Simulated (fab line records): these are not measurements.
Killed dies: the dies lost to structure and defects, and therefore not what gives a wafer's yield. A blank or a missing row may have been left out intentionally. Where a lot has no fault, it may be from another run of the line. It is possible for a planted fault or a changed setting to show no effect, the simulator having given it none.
2 desks looking at one fault -- flow rit_cmos -- what lay behind the numbers comes last; until then each desk has only its own

DESK OF THE TOOL OWNER: rie_diel-04
The tool's own readings at RIT_CONTACT_ETCH_11 (etches SiO2 in CHF3/CF4/Ar, stops on TiSi2, target depth 480 nm, time 320 s): means of the sampled wafers that have a number, for each lot that ran on this tool. The brackets show how far a lot's mean lies from the usual mean; more than 4 standard deviations puts the lot out of limits, marked OUT.
Columns: A = drypump_motor_current_A at RIT_CONTACT_ETCH_11, usual 5.8 A; B = oes_product_au at RIT_CONTACT_ETCH_11, usual 0.985 a.u.; C = throttle_valve_pct at RIT_CONTACT_ETCH_11, usual 8.90 %
lot,first seen here,A,B,C
L700,day 3 23:13,5.9,0.986,9.00
L709,day 5 17:35,6.0,0.983,8.99
L712,day 6 06:31,5.7,0.991,8.98
This desk's finding: nothing out of limits on any of the 3 lots.

FROM THE METROLOGY DESK
What the gauges read for every lot (on any tool): the sampled wafers with a number, averaged. The brackets show how far a lot's mean lies from the usual mean; more than 4 standard deviations puts the lot out of limits, marked OUT.
Columns: A = CONTACT_TEOS_THK at RIT_CONTACT_THK_MEAS_01, usual 400 nm; B = cd_nm at RIT_CONTACT_CD_MEAS_08, usual 1000.4 nm; C = CONTACT_OVL at RIT_CONTACT_OVL_MEAS_09, usual 0.5 nm
lot,first seen here,A,B,C
L700,day 3 21:53,401,1002.8,2.2
L701,day 3 23:52,402,998.1,1.0
L709,day 5 16:14,402,1001.1,0.2
L712,day 6 05:05,403,997.3,-0.3
L713,day 6 09:46,401,998.8,-1.2
L717,day 7 07:03,399,1000.8,-0.4
This desk's finding: nothing out of limits on any of the 6 lots.

PUT TOGETHER
The tool owner's desk saw nothing out of limits.
From the metrology desk's view, nothing was out of limits.

WHAT WAS PUT IN BY THE SIMULATOR
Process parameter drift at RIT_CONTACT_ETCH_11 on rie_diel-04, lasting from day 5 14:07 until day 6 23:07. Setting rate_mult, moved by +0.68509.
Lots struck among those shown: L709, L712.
